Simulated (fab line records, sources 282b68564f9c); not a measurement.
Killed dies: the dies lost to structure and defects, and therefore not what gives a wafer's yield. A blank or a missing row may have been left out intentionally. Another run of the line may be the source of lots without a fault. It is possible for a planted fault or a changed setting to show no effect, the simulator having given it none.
A struck lot beside a sound one / flow rit-cmos / 18 steps out of a route of 202
Sound: wafers L936.3, L936.5, L936.6. Wafers struck: L949.1, L949.5, L949.6. At the end, the cause is stated.
At each step with rows: each side's tool, then ch and its chambers, then its first start. Under that, the readings that differ: sound wafers / struck wafers / difference of the means / sigmas: that difference in standard deviations of wafers without a fault.
alike: readings whose means differ by less than 2 such deviations, and words and numbers that are the same on both sides. not compared: withheld readings, readings that some wafer has no value for, bounds like >300 that may hide the same value, and numbers for which the record gives no deviation and whose values overlap.
The two part at a step that has a row with sigmas, a row that says differs or no value, or rows on one side only. When numbers do not overlap yet have no deviation, they are printed without sigmas and do not part them. A reading that every wafer of one side lacks parts them only if that side has two wafers or more.

first, 4 steps without rows for these wafers: RIT_PSD_SOFTBAKE_02 (time 60 s); RIT_PSD_EXPOSE_03 (exposes mask M10, target cd 40900 nm); RIT_PSD_PEB_04; RIT_PSD_DEVELOP_05 (develop time 50 s).
RIT_PSD_OVL_MEAS_06:
  sound on overlay-01, day 3 10:22; struck on overlay-02, day 6 21:05
  alike: PSD_OVL
then, 2 steps without rows for these wafers: RIT_PSD_HARDBAKE_07 (time 60 s); RIT_PSD_IMPLANT_08.
RIT_PSD_STRIP_09: strips in O2, time 180 s.
  sound on plasma-asher-02 ch 0,1, day 3 10:45; struck on plasma-asher-03 ch 0,1, day 6 21:31
  alike: drypump-motor-current-A
  not compared: rf-hours-counter-h
RIT_PSD_TW_MEAS_10:
  sound on film-metro-04, day 3 10:53; struck on film-metro-01, day 6 21:41
  alike: PSD_TW
then, 3 steps without rows for these wafers: RIT_SDANNEAL_CLEAN_00 (cleans in SC1, time 600 s); RIT_SDANNEAL_CLEAN_01 (cleans in dHF, time 30 s); RIT_SDANNEAL_CLEAN_02 (cleans in SC2, time 600 s).
RIT_SDANNEAL_RTA_03: time 5 s.
  sound on rtp-anneal-02 ch 0, day 3 11:21; struck on rtp-anneal-01 ch 0, day 6 22:07
  alike: ramp-up-c-per-s, wafer_temp_C_max
RIT_SDANNEAL_RS_MEAS_04: uses a four-point probe to measure.
  sound on film-metro-02, day 3 11:26; struck on film-metro-02, day 6 22:11
reading=PSD_RS (ohm/sq); sound=116.7 116.2 116.2; struck=129.1 128.9 129.1; difference=+12.7; sigmas=+41
RIT_SDANNEAL_RS_MEAS_05: uses a four-point probe to measure.
  sound on film-metro-02, day 3 11:33; struck on film-metro-02, day 6 22:18
reading=NSD_RS (ohm/sq); sound=84.35 84.48 84.56; struck=85.61 85.30 85.38; difference=+0.97; sigmas=+3
RIT_SDANNEAL_RS_MEAS_06: uses a four-point probe to measure.
  sound on film-metro-02, day 3 11:40; struck on film-metro-02, day 6 22:25
reading=PLDD_RS (ohm/sq); sound=179.0 178.4 178.8; struck=191.2 191.0 191.3; difference=+12.4; sigmas=+24
RIT_SDANNEAL_RS_MEAS_07: uses a four-point probe to measure.
  sound on film-metro-02, day 3 11:47; struck on film-metro-02, day 6 22:32
  alike: NLDD_RS
RIT_M1_PROBE_99:
  sound on prober-01, day 3 18:59; struck on prober-01, day 7 06:11
reading=model.etest.pmos-turned.r-on-ohm-um; sound=3363 3327 3378; struck=3905 3913 3862; difference=+537; sigmas=
reading=model.etest.pmos_0p3.r-on-ohm-um; sound=6133 6202 6133; struck=6647 6639 6486; difference=+435; sigmas=
reading=model.etest.pmos_0p15.r-on-ohm-um; sound=2699 2681 2736; struck=3022 3028 2989; difference=+308; sigmas=
reading=model.etest.pmos_0p15.drive-ua-um-rim-less-centre; sound=-4.031 -2.166 -4.946; struck=-41.6 -39.89 -42.85; difference=-37.7; sigmas=
reading=model.etest.pmos_0p15.drive-ua-um-range; sound=4.864 6.396 6.834; struck=42.33 41.65 44.74; difference=+36.88; sigmas=
reading=model.etest.pldd.rs-ohm-sq-rim-less-centre; sound=-8.619 -3.062 -6.044; struck=37.83 39.21 33.78; difference=+42.85; sigmas=
reading=model.etest.pldd.rs-ohm-sq-range; sound=11.55 10.85 11.01; struck=41.05 41.22 37.04; difference=+28.63; sigmas=
reading=model.etest.pmos-turned.drive-ua-um; sound=193.6 199 191.6; struck=154.2 157.5 158; difference=-38.2; sigmas=
  alike: killed-at-front-end, killed-dies, killed-open, killed-short

== WHERE THEY PART ==
At RIT_SDANNEAL_RS_MEAS_04 first; at RIT_SDANNEAL_RS_MEAS_06 last (within this record only). Later steps at which nothing parts them and some readings are alike: RIT_SDANNEAL_RS_MEAS_07, RIT_M1_PROBE_99.

WHY: what the simulator had put in
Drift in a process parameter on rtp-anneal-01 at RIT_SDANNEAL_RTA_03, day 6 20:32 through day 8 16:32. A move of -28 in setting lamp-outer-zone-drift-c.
